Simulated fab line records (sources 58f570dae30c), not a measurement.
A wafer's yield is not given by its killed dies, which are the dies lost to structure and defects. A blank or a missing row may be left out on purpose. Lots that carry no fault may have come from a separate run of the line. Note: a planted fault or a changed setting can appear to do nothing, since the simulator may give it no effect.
The tool behind it: which one? -- flow berkeley cmos170 -- 6 lots (18 wafers sampled), 1 step of a 331-step route

== WHAT THE GAUGES READ, wafer by wafer ==
UCB170_CONTACT_CD_MEAS_90: target cd 700 nm.
lot,measured,on,cd nm (nm)
L320,day 9 11:47,cd sem-02,699.9 700.3 698.5
L322,day 10 01:37,cd sem-02,697.0 700.0 698.3
L324,day 10 01:52,cd sem-02,698.3 697.7 698.6
L328,day 10 16:31,cd sem-02,698.8 699.3 700.4
L336,day 11 23:07,cd sem-01,700.5 700.5 700.7
L338,day 12 08:27,cd sem-02,700.5 702.0 701.4

== WHICH TOOL RAN EACH LOT (tool, then ch and the chambers of the sampled wafers, then the start) ==
The record holds no process step before these readings.

== THE ANSWER, worked out from the rows above alone ==
Rule: the lots themselves supply what counts as usual. The widest of any qualifying gaps counts: lots, ordered by their means at a reading, are off when they make up no more than a third of the lots, leave a main group of 4 or more, and stand apart from it by 3 or more times the standard deviation of that group's means. The tables above print the reading to a certain number of digits; a main group whose means all agree to those digits is not used. A lot without any number at a reading at which 4 lots or more have one is off too. The other lots that the step has rows for count as sound.
Nothing can be told from this: no lot is off at any reading shown.

== WHAT THE SIMULATOR PUT IN ==
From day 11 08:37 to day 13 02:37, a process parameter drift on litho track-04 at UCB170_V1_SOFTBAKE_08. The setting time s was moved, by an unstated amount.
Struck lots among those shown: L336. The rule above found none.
